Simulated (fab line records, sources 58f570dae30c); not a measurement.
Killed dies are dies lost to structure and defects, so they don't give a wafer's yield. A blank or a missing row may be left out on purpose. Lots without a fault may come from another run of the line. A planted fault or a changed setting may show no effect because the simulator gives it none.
One fault seen from 2 desks | flow berkeley_cmos170 | each desk has only its own numbers; what lay behind them comes last

THE METROLOGY DESK
What the gauges read, lot by lot, whatever tool the lot ran on: means of the sampled wafers that have a number. A lot is out of limits, marked OUT, if its mean lies more than 4 standard deviations from the usual mean; the brackets give that distance.
Columns: A = M2_AL_RS at UCB170_M2_RS_MEAS_02, usual 0.0322 ohm/sq; B = M2_AL_THK at UCB170_M2_THK_MEAS_03, usual 890 nm
lot  | first seen here | A                 | B
L364 | day 9 09:56     | 0.0323            | 889
L363 | day 9 11:03     | 0.0320            | 883
L365 | day 9 12:22     | 0.0323            | 880
L366 | day 10 04:20    | 0.0322            | 878
L368 | day 10 20:55    | 0.0322            | 887
L370 | day 11 01:07    | 0.0325            | 888
L369 | day 11 04:49    | 0.0324            | 894
L373 | day 11 11:29    | 0.0314            | 919
L377 | day 12 00:46    | 0.0321            | 890
L376 | day 12 01:03    | 0.0323            | 884
L374 | day 12 01:19    | 0.0321            | 896
L378 | day 12 13:01    | 0.0325            | 870
L385 | day 14 02:11    | 0.0297 (-7.3) OUT | 985 (+7.9) OUT
This desk's finding: out of limits on L385; first on L385, day 14 02:11 (M2_AL_RS at UCB170_M2_RS_MEAS_02). In limits: L364, L363, L365, L366, L368, L370, L369, L373, L377, L376, L374, L378.

THE TOOL OWNER'S DESK: pvd_sputter-02
The tool's own readings at UCB170_M2_SPUTTER_01 (material Al, target thk 900 nm, time 120 s): means of the sampled wafers that have a number, for each lot that ran on this tool. A lot is out of limits, marked OUT, if its mean lies more than 4 standard deviations from the usual mean; the brackets give that distance.
Columns: A = throttle_valve_pct at UCB170_M2_SPUTTER_01, usual 30.5 %
lot  | first seen here | A
L363 | day 9 10:58     | 30.8
L368 | day 10 20:48    | 30.4
L369 | day 11 04:43    | 31.3
L376 | day 12 00:56    | 30.2
L378 | day 12 12:53    | 31.7
L385 | day 14 02:06    | 31.2
This desk's finding: nothing out of limits on any of the 6 lots.

PUT TOGETHER
The metrology desk could have raised an alarm at day 14 02:11, on L385.
The tool owner's desk saw nothing out of limits.
The tool owner's desk has L385 on record, within its limits.
Of the lots named, all ran UCB170_M2_SPUTTER_01 on pvd_sputter-02.

WHAT THE SIMULATOR HAD PUT IN
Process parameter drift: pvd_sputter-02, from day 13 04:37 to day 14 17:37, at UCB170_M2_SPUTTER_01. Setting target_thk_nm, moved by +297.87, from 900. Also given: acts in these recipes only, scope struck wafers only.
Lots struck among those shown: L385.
Hours from the fault's start to each desk's first reading out of limits: the metrology desk, 22.
